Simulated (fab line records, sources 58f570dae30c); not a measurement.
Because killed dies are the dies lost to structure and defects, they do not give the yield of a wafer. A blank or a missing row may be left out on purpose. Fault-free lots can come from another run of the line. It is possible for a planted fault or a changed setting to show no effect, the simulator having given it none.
Which of the tools did it? -- flow berkeley-cmos170 -- 7 lots, 21 wafers sampled, at 1 step of a route of 331

## WHAT THE GAUGES SHOWED, per wafer
UCB170_NWELL_THK_MEAS_02.
lot,measured,on,NWELL_OXIDE_THK (nm)
L598,day 2 12:45,film-metro-01,26.5 26.9 27.4
L599,day 3 01:00,film-metro-01,27.4 26.7 27.0
L602,day 3 10:31,film-metro-04,26.9 26.9 26.8
L604,day 3 23:15,film-metro-01,27.0 26.9 27.0
L605,day 4 07:38,film-metro-01,26.2 26.1 26.1
L608,day 4 16:12,film-metro-02,26.5 26.5 26.5
L610,day 5 04:20,film-metro-02,26.4 26.2 26.9

## TOOL THAT RAN EACH LOT (tool first, then ch and the chambers of the sampled wafers, then the start)
There is no process step in the record ahead of these readings.

## THE ANSWER, worked out from the rows above alone
Rule: what is usual is taken from the lots themselves. Put in order of their means at a reading, lots are off if they are a third of the lots or fewer, leave a main group of 4 or more, and stand apart from it by a gap of 3 or more times the standard deviation of the main group's means; of several such gaps the widest counts. A main group is skipped when, at the precision printed for the reading in the tables above, its means are all equal. A lot without any number at a reading at which 4 lots or more have one is off too. Where the step has rows for the other lots, those lots are counted as sound.
Across all readings shown, no lot is off: no conclusion can be drawn from this.

## WHAT THE SIMULATOR HAD PUT IN
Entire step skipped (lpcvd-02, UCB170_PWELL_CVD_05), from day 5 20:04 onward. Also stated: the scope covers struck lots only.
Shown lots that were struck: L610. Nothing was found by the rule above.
